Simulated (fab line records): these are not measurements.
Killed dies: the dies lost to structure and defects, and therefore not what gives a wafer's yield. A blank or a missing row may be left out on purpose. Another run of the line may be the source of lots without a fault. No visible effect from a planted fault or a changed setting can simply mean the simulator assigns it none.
Struck lot and sound lot, side by side	flow ritCmos	43 out of 202 route steps
Sound: these wafers, L402.3, L402.4, L402.6. Struck: wafers L408.3, L408.4, L408.6. The cause is given at the end.
Order at every step that has rows: each side's tool, ch and its chambers, its first start. Under that, the readings that differ: sound wafers	struck wafers	difference of the means	sigmas: that difference in standard deviations of wafers without a fault.
alike: same words and numbers on both sides, and readings whose means sit less than 2 such deviations apart. not compared: any withheld reading, any reading some wafer has no value for, any bound like >300 that may hide the same value, and any number with overlapping values for which the record gives no deviation.
The two part at a step that has a row with sigmas, a row that says differs or no value, or rows on one side only. Numbers that don't overlap but have no deviation are shown without sigmas and don't part them. Lack of a reading on every wafer of one side parts them only where that side has two or more wafers.

first, 5 steps without rows for these wafers: RIT_PSD_COAT_01 (resist thk 1000 nm); RIT_PSD_SOFTBAKE_02 (time 60 s); RIT_PSD_EXPOSE_03 (exposes mask M10, target cd 40900 nm); RIT_PSD_PEB_04; RIT_PSD_DEVELOP_05 (develop time 50 s).
RIT_PSD_OVL_MEAS_06:
  sound on overlay-02, day 4 23:34; struck on overlay-01, day 6 04:21
  alike: PSD_OVL
then, 3 steps without rows for these wafers: RIT_PSD_HARDBAKE_07 (time 60 s); RIT_PSD_IMPLANT_08; RIT_PSD_STRIP_09 (strips in O2, time 180 s).
RIT_PSD_TW_MEAS_10:
  sound on filmMetro-04, day 5 00:05; struck on filmMetro-01, day 6 04:52
reading	sound	struck	difference	sigmas
PSD_TW	3411 3420 3420	3349 3355 3335	-71	-2
then, 2 steps without rows for these wafers: RIT_SDANNEAL_CLEAN_00 (cleans in SC1, time 600 s); RIT_SDANNEAL_CLEAN_01 (cleans in dHF, time 30 s).
RIT_SDANNEAL_CLEAN_02: cleans in SC2, time 600 s.
  sound on wetBench-02 ch 3, day 5 00:19; struck on wetBench-02 ch 0, day 6 05:07
RIT_SDANNEAL_RTA_03: time 5 s.
  sound on rtpAnneal-01 ch 0, day 5 00:31; struck on rtpAnneal-01 ch 0, day 6 05:20
  alike: wafer_temp_C_max
RIT_SDANNEAL_RS_MEAS_04: a four-point-probe measurement.
  sound on filmMetro-04, day 5 00:36; struck on filmMetro-04, day 6 05:27
  alike: PSD_RS
RIT_SDANNEAL_RS_MEAS_05: a four-point-probe measurement.
  sound on filmMetro-04, day 5 00:43; struck on filmMetro-04, day 6 05:34
  alike: NSD_RS
RIT_SDANNEAL_RS_MEAS_06: a four-point-probe measurement.
  sound on filmMetro-04, day 5 00:50; struck on filmMetro-04, day 6 05:41
  alike: PLDD_RS
RIT_SDANNEAL_RS_MEAS_07: a four-point-probe measurement.
  sound on filmMetro-04, day 5 00:58; struck on filmMetro-04, day 6 05:49
  alike: NLDD_RS
then, 2 steps without rows for these wafers: RIT_SILICIDE_WET_ETCH_00 (etches SiO2 in BOE, target depth 14 nm, time 15 s); RIT_SILICIDE_SPUTTER_01 (material Ti, target thk 30 nm, time 240 s).
RIT_SILICIDE_RS_MEAS_02: a four-point-probe measurement.
  sound on filmMetro-02, day 5 01:14; struck on filmMetro-01, day 6 06:06
  alike: SILICIDE_TI_RS
RIT_SILICIDE_THK_MEAS_03: measures by xrf.
  sound on filmMetro-02, day 5 01:20; struck on filmMetro-01, day 6 06:12
  alike: SILICIDE_TI_THK
RIT_SILICIDE_RTA_04: time 10 s, ramp up 5 s, ramp down 5 s.
  sound on rtpAnneal-02 ch 0, day 5 01:24; struck on rtpAnneal-02 ch 0, day 6 06:16
  alike: wafer_temp_C_max
then, 3 steps without rows for these wafers: RIT_SILICIDE_WET_ETCH_05 (etches Ti in SPM, time 120 s); RIT_SILICIDE_RTA_06 (time 10 s, ramp up 5 s, ramp down 10 s); RIT_CONTACT_CVD_00 (deposits SiO2 from TEOS, target thk 400 nm, time 61 s).
RIT_CONTACT_THK_MEAS_01:
  sound on filmMetro-04, day 5 01:37; struck on filmMetro-02, day 6 06:33
  alike: CONTACT_TEOS_THK
then, 6 steps without rows for these wafers: RIT_CONTACT_HMDS_02 (prime time 60 s); RIT_CONTACT_COAT_03 (resist thk 1000 nm); RIT_CONTACT_SOFTBAKE_04 (time 60 s); RIT_CONTACT_EXPOSE_05 (exposes mask M11, target cd 1000 nm); RIT_CONTACT_PEB_06; RIT_CONTACT_DEVELOP_07 (develop time 120 s).
RIT_CONTACT_CD_MEAS_08 targets a cd of 1000 nm.
  sound on cdSem-02, day 5 02:48; struck on cdSem-01, day 6 07:42
  alike: cdNm
RIT_CONTACT_OVL_MEAS_09:
  sound on overlay-02, day 5 02:53; struck on overlay-01, day 6 07:47
  alike: CONTACT_OVL
then, 1 step without rows for these wafers: RIT_CONTACT_HARDBAKE_10 (time 60 s).
RIT_CONTACT_ETCH_11: etches SiO2 in CHF3/CF4/Ar, stops on TiSi2, target depth 480 nm, time 320 s.
  sound on rieDiel-02 ch 1,2,3, day 5 03:04; struck on rieDiel-02 ch 1,3, day 6 07:58
  alike: drypumpMotorCurrentA, oesProductAu, throttleValvePct
  not compared: rfHoursCounterH
RIT_CONTACT_STRIP_12: strips in O2, time 180 s.
  sound on plasmaAsher-04 ch 0,1, day 5 03:19; struck on plasmaAsher-02 ch 0,1, day 6 08:13
  alike: drypumpMotorCurrentA, rfReflPowerW
  not compared: rfHoursCounterH
RIT_CONTACT_CD_MEAS_90 targets a cd of 1000 nm.
  sound on cdSem-01, day 5 03:28; struck on cdSem-01, day 6 08:22
  alike: cdNm
then, 2 steps without rows for these wafers: RIT_CONTACT_CLEAN_13 (cleans in SC1, time 600 s); RIT_CONTACT_CLEAN_14 (cleans in SC2, time 600 s).
RIT_M1_SPUTTER_00: material Al, target thk 400 nm, time 500 s.
  sound on pvdSputter-04, day 5 03:54; struck on pvdSputter-04, day 6 08:48
reading	sound	struck	difference	sigmas
chamberPressurePa (Pa)	0.4004 0.4016 0.4011	0.3998 0.3989 0.3995	-0.0016	-2
  alike: throttleValvePct
RIT_M1_PROBE_99:
  sound on prober-01, day 5 08:13; struck on prober-01, day 6 13:26
reading	sound	struck	difference	sigmas
model.etest.diodeNwellSub.leakLog10ACm2	-7.42 -7.349 -7.268	-6.694 -6.725 -6.749	+0.623	
  alike: killedAtContacts, killedAtFrontEnd, killedDies, killedOpen, killedShort

== WHERE THEY PART ==
Earliest at RIT_PSD_TW_MEAS_10; latest, in this record, at RIT_M1_SPUTTER_00. Later steps at which nothing parts them and some readings are alike: RIT_M1_PROBE_99.

WHY: what had been put in by the simulator
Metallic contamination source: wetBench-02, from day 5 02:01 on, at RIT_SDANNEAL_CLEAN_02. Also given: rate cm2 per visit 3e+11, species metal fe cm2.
